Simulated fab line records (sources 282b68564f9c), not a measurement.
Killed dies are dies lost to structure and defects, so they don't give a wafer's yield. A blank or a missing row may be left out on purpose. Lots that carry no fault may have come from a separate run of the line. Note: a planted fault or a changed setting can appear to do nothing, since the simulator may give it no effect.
Which of the tools did it? :: flow rit-cmos :: 7 lots, 21 wafers sampled, at 1 step of a route of 202

== WHAT THE GAUGES SHOWED, per wafer ==
RIT_PRETRO_OVL_MEAS_06.
lot: L706
measured: day 2 11:50
on: overlay-01
PRETRO_OVL (nm): 1.0 0.1 2.6

lot: L708
measured: day 2 23:03
on: overlay-01
PRETRO_OVL (nm): 0.4 1.4 1.2

lot: L710
measured: day 3 08:21
on: overlay-01
PRETRO_OVL (nm): -1.9 -0.2 -0.2

lot: L712
measured: day 3 18:35
on: overlay-02
PRETRO_OVL (nm): 0.7 -0.3 2.4

lot: L717
measured: day 4 18:33
on: overlay-01
PRETRO_OVL (nm): 0.8 1.0 -1.7

lot: L719
measured: day 5 06:04
on: overlay-01
PRETRO_OVL (nm): 1.2 2.8 3.3

lot: L728
measured: day 7 02:25
on: overlay-02
PRETRO_OVL (nm): 0.6 1.2 -1.1

== WHAT TOOL EACH LOT RAN ON (gives the tool, then ch and the chambers of the sampled wafers, and finally the start) ==
There is no process step in the record ahead of these readings.

== THE ANSWER, worked out from the rows above alone ==
Rule: the lots themselves supply what counts as usual. Put in order of their means at a reading, lots are off if they are a third of the lots or fewer, leave a main group of 4 or more, and stand apart from it by a gap of 3 or more times the standard deviation of the main group's means; of several such gaps the widest counts. A main group whose means are all the same, to the digits that the tables above print for the reading, isn't used. Also off: a lot with no number at a reading for which 4 or more lots have one. Where the step has rows for the other lots, those lots are counted as sound.
No lot is off on any of the readings shown, so nothing can be concluded from this.

== WHAT THE SIMULATOR HAD INSERTED ==
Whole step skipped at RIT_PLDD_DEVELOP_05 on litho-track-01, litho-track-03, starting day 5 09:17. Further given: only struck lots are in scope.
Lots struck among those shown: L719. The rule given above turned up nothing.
